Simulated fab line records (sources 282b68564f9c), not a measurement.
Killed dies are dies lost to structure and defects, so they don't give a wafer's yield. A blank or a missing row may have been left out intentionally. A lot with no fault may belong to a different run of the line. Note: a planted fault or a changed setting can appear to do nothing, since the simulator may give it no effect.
Which tool was responsible? -- flow rit-cmos -- 21 wafers from 7 lots sampled at 4 of the route's 202 steps

## WHAT EACH GAUGE READ, for each wafer
RIT_FOX2_THK_MEAS_91.
lot,measured,on,FIELD_OXIDE_LEFT_2_THK (nm)
L616,day 2 12:55,film-metro-04,249 255 252
L619,day 3 05:45,film-metro-01,251 255 257
L622,day 3 19:59,film-metro-03,266 262 254
L625,day 4 10:08,film-metro-01,246 248 248
L627,day 4 20:08,film-metro-03,256 264 262
L633,day 6 02:30,film-metro-03,313 316 316
L635,day 6 11:17,film-metro-03,305 307 308

## EACH LOT AND THE TOOL THAT RAN IT (in order: tool; ch and the chambers of the sampled wafers; start)
lot,RIT_ACTIVE_STRIP_14,RIT_NRETRO_STRIP_09,RIT_GATE_WET_ETCH_00
L616,"plasma-asher-04 ch 0,1, day 1 20:04","plasma-asher-02 ch 0,1, day 2 10:42","wet-bench-01 ch 3, day 2 12:29"
L619,"plasma-asher-01 ch 0,1, day 2 10:50","plasma-asher-02 ch 0,1, day 3 03:25","wet-bench-01 ch 3, day 3 05:20"
L622,"plasma-asher-01 ch 0,1, day 3 02:41","plasma-asher-01 ch 0,1, day 3 17:35","wet-bench-03 ch 1, day 3 19:34"
L625,"plasma-asher-03 ch 0,1, day 3 16:58","plasma-asher-03 ch 0,1, day 4 07:36","wet-bench-03 ch 3, day 4 09:44"
L627,"plasma-asher-03 ch 0,1, day 4 02:50","plasma-asher-01 ch 0,1, day 4 17:35","wet-bench-04 ch 3, day 4 19:32"
L633,"plasma-asher-04 ch 0,1, day 5 08:56","plasma-asher-02 ch 0,1, day 6 00:04","wet-bench-04 ch 0, day 6 02:04"
L635,"plasma-asher-04 ch 0,1, day 5 18:50","plasma-asher-02 ch 0,1, day 6 09:05","wet-bench-04 ch 0, day 6 10:52"
- RIT_ACTIVE_STRIP_14: strips in O2, time 180 s.
- RIT_NRETRO_STRIP_09: strips in O2, time 180 s.
- RIT_GATE_WET_ETCH_00: etches SiO2 in BOE, target depth 56 nm, time 60 s.

## THE ANSWER, worked out from the rows above alone
Rule: the usual values come from the lots themselves. Put in order of their means at a reading, lots are off if they are a third of the lots or fewer, leave a main group of 4 or more, and stand apart from it by a gap of 3 or more times the standard deviation of the main group's means; of several such gaps the widest counts. The tables above print the reading to a certain number of digits; a main group whose means all agree to those digits is not used. Also off: a lot with no number at a reading for which 4 or more lots have one. The other lots that the step has rows for count as sound.
Off: L633, L635, at RIT_FOX2_THK_MEAS_91 (FIELD_OXIDE_LEFT_2_THK). The main group: mean 255 nm, standard deviation 5.1.
A tool fits if, at a process step before that reading, it ran every lot that is off, and no sound lot after the first of them. The gauges at RIT_FOX2_THK_MEAS_91 are tried like those tools. Can't be told from this: 4 tools fit, plasma-asher-04 at RIT_ACTIVE_STRIP_14, plasma-asher-02 at RIT_NRETRO_STRIP_09, wet-bench-04 at RIT_GATE_WET_ETCH_00, film-metro-03 at RIT_FOX2_THK_MEAS_91.

## WHAT THE SIMULATOR HAD INSERTED
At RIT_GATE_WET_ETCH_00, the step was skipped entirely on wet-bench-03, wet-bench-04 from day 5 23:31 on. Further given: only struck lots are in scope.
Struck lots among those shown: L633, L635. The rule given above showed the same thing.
